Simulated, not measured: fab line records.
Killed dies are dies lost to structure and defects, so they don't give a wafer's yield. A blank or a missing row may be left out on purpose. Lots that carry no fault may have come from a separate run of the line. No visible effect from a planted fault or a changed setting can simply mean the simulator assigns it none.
A struck lot beside a sound one || flow berkeleyCmos170 || 24 steps out of a route of 331
Sound: wafers L189.1, L189.4, L189.5. Wafers L183.1, L183.3, L183.5 were the ones struck. The cause is named last.
Per side, at each step with rows, come the tool, then ch with its chambers, and then its first start. Under that, the readings that differ: sound wafers || struck wafers || difference of the means || sigmas: that difference in standard deviations of wafers without a fault.
alike: a reading whose means differ by less than 2 such deviations, as well as words and numbers matching on both sides. not compared: withheld readings; readings where some wafer has no value; bounds like >300 that might hide an equal value; numbers whose values overlap and for which the record gives no deviation.
The two part at a step that has a row with sigmas, a row that says differs or no value, or rows on one side only. When numbers do not overlap yet have no deviation, they are printed without sigmas and do not part them. A reading missing from all wafers of one side parts the sides only when that side holds two or more wafers.

first, 6 steps without rows for these wafers: UCB170_ZERO_HMDS_00 (prime time 60 s); UCB170_ZERO_COAT_01 (resist thk 900 nm); UCB170_ZERO_SOFTBAKE_02 (time 60 s); UCB170_ZERO_EXPOSE_03 (exposes mask PM MARKS, target cd 4000 nm); UCB170_ZERO_PEB_04; UCB170_ZERO_DEVELOP_05 (develop time 45 s).
UCB170_ZERO_ETCH_06: etches SiO2 in CHF3/CF4/Ar, time 12 s.
  sound on rieDiel-01 ch 2,3, day 4 21:05; struck on rieDiel-03 ch 0,3, day 3 13:53
{"reading": "oesProductAu (a.u.)", "sound": "0.618 0.629 0.632", "struck": "0.610 0.603 0.607", "difference": -0.020, "sigmas": -2}
  alike: drypumpMotorCurrentA, throttleValvePct
  not compared: rfHoursCounterH
UCB170_ZERO_STRIP_07: strips in O2.
  sound on plasmaAsher-04 ch 0,1, day 4 21:07; struck on plasmaAsher-01 ch 0,1, day 3 13:54
  alike: drypumpMotorCurrentA, oesProductAu, stripTimeToEndpointS
  not compared: rfHoursCounterH
then, 2 steps without rows for these wafers: UCB170_NWELL_WET_ETCH_00 (etches SiO2 in dHF, time 200 s); UCB170_NWELL_OXIDATION_01 (target thk 26.4 nm, ox time 1260 s).
UCB170_NWELL_THK_MEAS_02:
  sound: filmMetro-04 at day 5 03:05; struck: filmMetro-04 at day 3 15:38
  alike: NWELL_OXIDE_THK
then, 1 step without rows for these wafers: UCB170_NWELL_ANNEAL_03 (time 900 s).
UCB170_NWELL_CVD_04: deposits Si3N4 from SiH2Cl2/NH3, target thk 224 nm, time 3360 s.
  sound on lpcvd-01 ch 1, day 5 09:36; struck on lpcvd-02 ch 0, day 3 23:33
UCB170_NWELL_THK_MEAS_05:
  sound: filmMetro-01 at day 5 11:32; struck: filmMetro-04 at day 4 01:29
{"reading": "NWELL_NITRIDE_THK (nm)", "sound": "223.0 224.0 222.6", "struck": "450.0 448.0 451.1", "difference": "+226.5", "sigmas": "+94"}
then, 6 steps without rows for these wafers: UCB170_NWELL_HMDS_06 (prime time 60 s); UCB170_NWELL_COAT_07 (resist thk 900 nm); UCB170_NWELL_SOFTBAKE_08 (time 60 s); UCB170_NWELL_EXPOSE_09 (exposes mask NWELL, target cd 3000 nm); UCB170_NWELL_PEB_10; UCB170_NWELL_DEVELOP_11 (develop time 45 s).
UCB170_NWELL_OVL_MEAS_12:
  sound: overlay-01 at day 5 12:54; struck: overlay-02 at day 4 02:36
  alike: NWELL_OVL
UCB170_NWELL_ETCH_13: etches Si3N4 in CH3F/Ar/O2, stops on SiO2, target depth 246.4 nm, time 154 s.
  sound on rieDiel-01 ch 0,1,2, day 5 12:56; struck on rieDiel-01 ch 0, day 4 02:38
{"reading": "oesProductAu (a.u.)", "sound": "0.954 0.939 0.957", "struck": "1.018 1.006 1.013", "difference": "+0.062", "sigmas": "+5"}
{"reading": "model.etch.depthNm (nm)", "sound": "223 223.9 222.6", "struck": "246.8 246.1 245.7", "difference": "+23.0", "sigmas": ""}
  alike: drypumpMotorCurrentA, throttleValvePct
  not compared: rfHoursCounterH
following that, these wafers have no rows for 1 step: UCB170_NWELL_IMPLANT_14.
-- the record jumps here: 6 days lie between the struck wafers' starts before and after (it left off in module NWELL and takes up again in module M3, whose first step shown is number 331 of the route) --
UCB170_M3_PROBE_99:
  record: rows for the struck wafers here (prober-02, day 10 01:46), none for the sound ones

WHERE THEY PART
Last at UCB170_M3_PROBE_99 as far as this record goes, first at UCB170_ZERO_ETCH_06.

WHY: what had been put in by the simulator
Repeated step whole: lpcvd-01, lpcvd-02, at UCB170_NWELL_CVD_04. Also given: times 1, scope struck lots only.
